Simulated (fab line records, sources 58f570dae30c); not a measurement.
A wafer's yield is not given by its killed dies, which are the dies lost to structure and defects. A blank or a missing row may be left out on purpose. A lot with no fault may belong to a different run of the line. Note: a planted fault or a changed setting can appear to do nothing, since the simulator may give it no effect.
A single fault, viewed from 2 desks :: flow berkeley_cmos170 :: only its own numbers are on each desk; what lay behind them is given at the end

## TOOL OWNER'S DESK, pvd_sputter-01
The tool's own readings at UCB170_M2_SPUTTER_01 (material Al, target thk 900 nm, time 120 s): means of the sampled wafers that have a number, for each lot that ran on this tool. A lot is out of limits, marked OUT, if its mean lies more than 4 standard deviations from the usual mean; the brackets give that distance.
Columns: A = throttle_valve_pct at UCB170_M2_SPUTTER_01, usual 29.7 %
lot: L853
first seen here: day 9 18:58
A: 30.4

lot: L856
first seen here: day 10 14:25
A: 30.1

lot: L859
first seen here: day 11 06:22
A: 31.0

lot: L867
first seen here: day 12 18:36
A: 29.7

lot: L869
first seen here: day 12 19:34
A: 30.6
Result from this desk: across the 5 lots, nothing is out of limits.

## FROM THE METROLOGY DESK
What the gauges read, lot by lot, whatever tool the lot ran on: means of the sampled wafers that have a number. A lot is out of limits, marked OUT, if its mean lies more than 4 standard deviations from the usual mean; the brackets give that distance.
Columns: A = M2_AL_RS at UCB170_M2_RS_MEAS_02, usual 0.03221 ohm/sq; B = M2_AL_THK at UCB170_M2_THK_MEAS_03, usual 884 nm
lot: L850
first seen here: day 9 02:28
A: 0.03243
B: 884

lot: L852
first seen here: day 9 16:49
A: 0.03252
B: 878

lot: L854
first seen here: day 9 18:00
A: 0.03163
B: 905

lot: L853
first seen here: day 9 19:02
A: 0.03234
B: 887

lot: L855
first seen here: day 9 21:56
A: 0.03219
B: 876

lot: L856
first seen here: day 10 14:34
A: 0.03171
B: 894

lot: L858
first seen here: day 10 14:38
A: 0.03233
B: 883

lot: L860
first seen here: day 11 06:12
A: 0.03236
B: 888

lot: L859
first seen here: day 11 06:26
A: 0.03221
B: 893

lot: L861
first seen here: day 11 12:41
A: 0.03194
B: 898

lot: L867
first seen here: day 12 18:44
A: 0.02725 (-17) OUT
B: 1058 (+17) OUT

lot: L865
first seen here: day 12 18:56
A: 0.03193
B: 897

lot: L869
first seen here: day 12 19:40
A: 0.02979 (-8.4) OUT
B: 959 (+7.5) OUT

lot: L870
first seen here: day 12 22:22
A: 0.03218
B: 883
Per this desk, out of limits: L867, L869; the first was L867, day 12 18:44 (M2_AL_RS at UCB170_M2_RS_MEAS_02). L850, L852, L854, L853, L855, L856, L858, L860, L859, L861, L865, L870 stayed within limits.

## BROUGHT TOGETHER
At day 12 18:44 the metrology desk could have sounded an alarm, on L867, L869.
The tool owner's desk saw nothing out of limits.
On record at the tool owner's desk: L867, L869, within its limits.
The lots listed all ran UCB170_M2_SPUTTER_01 on pvd_sputter-01.

## WHAT HAD BEEN PUT IN BY THE SIMULATOR
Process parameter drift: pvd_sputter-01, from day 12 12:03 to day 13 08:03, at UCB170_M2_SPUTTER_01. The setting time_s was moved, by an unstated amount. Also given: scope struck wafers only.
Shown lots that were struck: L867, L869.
Per desk, hours elapsed from the start of the fault to the first reading out of limits: for the metrology desk, 7.
